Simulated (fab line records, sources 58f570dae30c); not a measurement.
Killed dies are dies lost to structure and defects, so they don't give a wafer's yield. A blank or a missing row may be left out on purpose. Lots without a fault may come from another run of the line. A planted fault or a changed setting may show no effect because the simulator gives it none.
Problem report in the 8D (eight disciplines) form, filled by code | flow berkeley_cmos170 | the parts of the form that need people (team, actions taken, sign-off) are left out

1. THE PROBLEM
chamber_o2_ppm at UCB170_SILICIDE_RTA_04 reads a mean of 62.000 on 6 wafers of 2 lots; wafers without a fault read 1.997 with a standard deviation of 0.024. That is +99 or more standard deviations from the usual mean.
The step: time 15 s.
First seen on wafer L328.1, day 12 09:05, on rtp_anneal-01. The record holds 42 wafers of 14 lots with a number at this step. Rule for "out", or "out of limits": more than 4 standard deviations from the usual mean. The other wafers with a number count as sound.

2. WHAT IT IS AND WHAT IT IS NOT
question                    | is                     | is not
which readings at this step | chamber_o2_ppm         | lamp_power_pct, wafer_temp_C_max
which lots                  | L328, L329             | L315, L316, L317, L318, L320, L321, L322, L324, L325, L326, L335, L338
which wafers of those lots  | all that have a number | -
read on which tools         | rtp_anneal-01          | rtp_anneal-02
when                        | from day 12 09:05      | up to then (27 sound wafers); but 9 sound wafers of L326, L335, L338 came after

3. SUSPECTS, AND WHAT RULES EACH OUT
Counting: a tool at a process step up to the reading stays a suspect if it ran every lot that is out and no sound lot after the first of them.
- rtp_anneal-01 at UCB170_SILICIDE_RTA_04 (time 15 s): kept. It ran every lot that is out, first L328 (day 12 09:05), and no sound lot after that; its last sound lot up to then is L324 (day 11 07:49). Its own readings are out on those wafers: chamber_o2_ppm.
Left after counting: rtp_anneal-01 at UCB170_SILICIDE_RTA_04.

4. THE CAUSE (what the simulator had put in)
Process parameter drift: rtp_anneal-01, from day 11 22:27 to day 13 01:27, at UCB170_SILICIDE_RTA_04. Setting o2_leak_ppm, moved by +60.
Counting left only this tool.

5. THE CHAIN OF EFFECTS, in route order
Each row: a reading whose mean over the struck wafers that have a number lies more than 3 standard deviations from the usual. Only readings for which the record gives a usual standard deviation are gone through. hours: the time from each lot's start at the first step in this table that gives one to its start at this step, as a median over the lots. sigmas: the change in usual standard deviations.
hours | step                   | reading        | usual | on struck wafers | change  | sigmas
0     | UCB170_SILICIDE_RTA_04 | chamber_o2_ppm | 1.997 | 62.000           | +60.003 | +99 or more
The process steps in it:
- UCB170_SILICIDE_RTA_04: time 15 s.

6. WHAT WOULD HAVE CAUGHT IT SOONER
In this record the first reading out of limits was taken at day 12 09:05, 11 hours after the fault began at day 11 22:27.
